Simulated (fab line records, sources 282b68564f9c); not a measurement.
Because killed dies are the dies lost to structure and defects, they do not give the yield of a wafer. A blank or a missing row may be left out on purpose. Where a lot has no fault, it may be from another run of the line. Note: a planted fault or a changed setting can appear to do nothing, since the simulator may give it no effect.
Split-lot study | flow rit cmos | 5 lots, 23 wafers read, on a route of 202 steps

## SPLIT DETAILS
At RIT_CONTACT_DEVELOP_07 (develop time 120 s), the setting develop time s was moved away from the recipe's 120 s on 6 of the 23 wafers read, by -6.9% to +9.1%. The other wafers ran this setting at the recipe's value.

## FROM THE SPLIT TO THE READING: what the file shows between them, 4 steps
- RIT_CONTACT_CD_MEAS_08: target cd 1000 nm
- RIT_CONTACT_HARDBAKE_10: time 60 s
- RIT_CONTACT_ETCH_11: etches SiO2 in CHF3/CF4/Ar, stops on TiSi2, target depth 480 nm, time 320 s
- RIT_CONTACT_STRIP_12: strips in O2, time 180 s

## THE READING
At RIT_CONTACT_CD_MEAS_90: cd nm in nanometres, against a target cd of 1000 nm. Typical for fault-free wafers on this fab line: 999.9 nm, with standard deviation 2.1 nm.

wafer  | tool, chamber at the split | develop time s as run, s | against the recipe | cd nm, nm | against lot-mates on the recipe
L078.1 | litho track-02, 0          | 120                      | recipe             | 997.7     | -
L078.5 | litho track-02, 0          | 120                      | recipe             | 996.4     | -
L078.6 | litho track-02, 0          | 120                      | recipe             | 998.1     | -
L079.1 | litho track-03, 0          | 129.4                    | +7.8%              | 1005.1    | +4.6
L079.3 | litho track-03, 0          | 129.4                    | +7.8%              | 1007.2    | +6.7
L079.4 | litho track-03, 0          | 120                      | recipe             | 1001.0    | -
L079.5 | litho track-03, 0          | 120                      | recipe             | 1000.8    | -
L079.6 | litho track-03, 0          | 120                      | recipe             | 999.6     | -
L081.1 | litho track-04, 0          | 120                      | recipe             | 1000.4    | -
L081.2 | litho track-04, 0          | 130.9                    | +9.1%              | 1007.4    | +5.9
L081.3 | litho track-04, 0          | 130.9                    | +9.1%              | 1010.6    | +9.1
L081.5 | litho track-04, 0          | 120                      | recipe             | 1002.9    | -
L081.6 | litho track-04, 0          | 120                      | recipe             | 1001.2    | -
L083.1 | litho track-02, 0          | 111.7                    | -6.9%              | 991.7     | -4.9
L083.2 | litho track-02, 0          | 120                      | recipe             | 996.1     | -
L083.4 | litho track-02, 0          | 120                      | recipe             | 996.3     | -
L083.5 | litho track-02, 0          | 120                      | recipe             | 997.4     | -
L083.6 | litho track-02, 0          | 111.7                    | -6.9%              | 991.1     | -5.5
L085.1 | litho track-02, 0          | 120                      | recipe             | 996.9     | -
L085.2 | litho track-02, 0          | 120                      | recipe             | 996.5     | -
L085.3 | litho track-02, 0          | 120                      | recipe             | 997.5     | -
L085.4 | litho track-02, 0          | 120                      | recipe             | 997.8     | -
L085.5 | litho track-02, 0          | 120                      | recipe             | 996.5     | -

FIT RESULTS
A straight line over all 23 wafers: cd nm changes by +1.07 nm for each +1% of develop time s; r = +0.91; the points scatter about the line by 2 nm.
The same after taking each lot's own level away (the mean of its wafers on the recipe; 23 wafers): +0.774 nm for each +1%; r = +0.96; scatter 0.89 nm.
The reading moves by 7 nm for the largest change in develop time s, on that fit.
Measured against the standard deviation above, the lots' own levels, which go from 996.60 to 1001.50 nm, span 2.3 times it.
Thus the slope moves with the lot-to-lot level: the two fits are different.
Check: +7.39 nm against its lot-mates is what the line predicts for one of the wafers moved furthest among these (+9.1%) when that wafer is left out of the fit. Against them it came out at +5.9 nm.

## THE WHOLE CHAIN: every reading that the file lists as answering this split, in the file's order
step                   | what it does                                                                | reading                                                        | change (the file's fit)               | r (the file's)
RIT_CONTACT_CD_MEAS_08 | target cd 1000 nm                                                           | cd nm                                                          | +0.795 nm for each +1% of the setting | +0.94
RIT_CONTACT_ETCH_11    | etches SiO2 in CHF3/CF4/Ar, stops on TiSi2, target depth 480 nm, time 320 s | CONTACT.cd nm (the simulator's own value, which no gauge read) | +0.773 nm for each +1% of the setting | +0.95
RIT_CONTACT_CD_MEAS_90 | target cd 1000 nm                                                           | cd nm                                                          | +0.775 nm for each +1% of the setting | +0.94

## FILE'S OWN FIT
cd nm changes by +0.775 nm for each +1% of develop time s, r = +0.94.
